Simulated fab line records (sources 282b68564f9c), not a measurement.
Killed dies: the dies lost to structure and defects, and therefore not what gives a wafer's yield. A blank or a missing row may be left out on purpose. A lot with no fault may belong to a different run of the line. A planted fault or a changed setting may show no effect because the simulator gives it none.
Which tool was responsible? :: flow rit-cmos :: at 1 step of a route of 202, 14 lots with 42 wafers sampled

WHAT THE GAUGES READ, wafer by wafer
The record holds no reading of a measuring or inspecting step that can be judged against a usual standard deviation.

WHAT TOOL EACH LOT RAN ON (gives the tool, then ch and the chambers of the sampled wafers, and finally the start)
lot: L107
RIT_NRETRO_EXPOSE_03: iline-stepper-02 ch 0, day 2 04:52

lot: L108
RIT_NRETRO_EXPOSE_03: iline-stepper-02 ch 0, day 2 10:41

lot: L111
RIT_NRETRO_EXPOSE_03: iline-stepper-01 ch 0, day 3 02:26

lot: L115
RIT_NRETRO_EXPOSE_03: iline-stepper-01 ch 0, day 4 00:03

lot: L120
RIT_NRETRO_EXPOSE_03: iline-stepper-02, day 4 21:30

lot: L121
RIT_NRETRO_EXPOSE_03: iline-stepper-01, day 5 05:56

lot: L122
RIT_NRETRO_EXPOSE_03: iline-stepper-02 ch 0, day 5 10:45

lot: L123
RIT_NRETRO_EXPOSE_03: iline-stepper-02 ch 0, day 5 17:01

lot: L124
RIT_NRETRO_EXPOSE_03: iline-stepper-01 ch 0, day 5 21:23

lot: L125
RIT_NRETRO_EXPOSE_03: iline-stepper-01 ch 0, day 6 00:22

lot: L126
RIT_NRETRO_EXPOSE_03: iline-stepper-01 ch 0, day 6 03:28

lot: L127
RIT_NRETRO_EXPOSE_03: iline-stepper-02 ch 0, day 6 11:14

lot: L128
RIT_NRETRO_EXPOSE_03: iline-stepper-02 ch 0, day 6 16:29

lot: L129
RIT_NRETRO_EXPOSE_03: iline-stepper-01 ch 0, day 6 22:28
- RIT_NRETRO_EXPOSE_03: exposes mask M4, target cd 43900 nm.

AS READ BY THE TOOLS THEMSELVES (means over the sampled wafers that have a number; for cases with no such wafer, the mark the record gives instead)
RIT_NRETRO_EXPOSE_03.
lot: L107
tool: iline-stepper-02
exposure-dose-mJ-cm2: 249.49
focus-offset-nm (nm): 0.4

lot: L108
tool: iline-stepper-02
exposure-dose-mJ-cm2: 250.05
focus-offset-nm (nm): -0.6

lot: L111
tool: iline-stepper-01
exposure-dose-mJ-cm2: 250.11
focus-offset-nm (nm): -0.2

lot: L115
tool: iline-stepper-01
exposure-dose-mJ-cm2: 249.65
focus-offset-nm (nm): 0.1

lot: L120
tool: iline-stepper-02
exposure-dose-mJ-cm2: -
focus-offset-nm (nm): -

lot: L121
tool: iline-stepper-01
exposure-dose-mJ-cm2: -
focus-offset-nm (nm): -

lot: L122
tool: iline-stepper-02
exposure-dose-mJ-cm2: 249.81
focus-offset-nm (nm): 0.4

lot: L123
tool: iline-stepper-02
exposure-dose-mJ-cm2: 250.06
focus-offset-nm (nm): -0.5

lot: L124
tool: iline-stepper-01
exposure-dose-mJ-cm2: 250.04
focus-offset-nm (nm): -0.2

lot: L125
tool: iline-stepper-01
exposure-dose-mJ-cm2: 250.01
focus-offset-nm (nm): 0.7

lot: L126
tool: iline-stepper-01
exposure-dose-mJ-cm2: 249.94
focus-offset-nm (nm): -0.3

lot: L127
tool: iline-stepper-02
exposure-dose-mJ-cm2: 250.09
focus-offset-nm (nm): 0.6

lot: L128
tool: iline-stepper-02
exposure-dose-mJ-cm2: 250.23
focus-offset-nm (nm): -0.5

lot: L129
tool: iline-stepper-01
exposure-dose-mJ-cm2: 250.05
focus-offset-nm (nm): -0.2

THE ANSWER, worked out from the rows above alone
Rule: the usual values come from the lots themselves. Put in order of their means at a reading, lots are off if they are a third of the lots or fewer, leave a main group of 4 or more, and stand apart from it by a gap of 3 or more times the standard deviation of the main group's means; of several such gaps the widest counts. A main group is skipped when, at the precision printed for the reading in the tables above, its means are all equal. Also off: a lot with no number at a reading for which 4 or more lots have one. The other lots that the step has rows for count as sound. After the gauges, taken in route order, come the tools' own readings; for these a lot's mean is taken, as printed above. The first step at which some lot is off is used, and at that step the reading that is off furthest; a lot without a number counts as furthest.
Off: L120, L121 (RIT_NRETRO_EXPOSE_03, exposure-dose-mJ-cm2). Without a number there: L120, L121. For the main group the mean is 249.96 and the standard deviation 0.2.
If a tool, at that step or one of the process steps before it, ran each lot that is off and ran no sound lot following the first of them, it fits. No candidate that was tried fits.

WHAT THE SIMULATOR PUT IN
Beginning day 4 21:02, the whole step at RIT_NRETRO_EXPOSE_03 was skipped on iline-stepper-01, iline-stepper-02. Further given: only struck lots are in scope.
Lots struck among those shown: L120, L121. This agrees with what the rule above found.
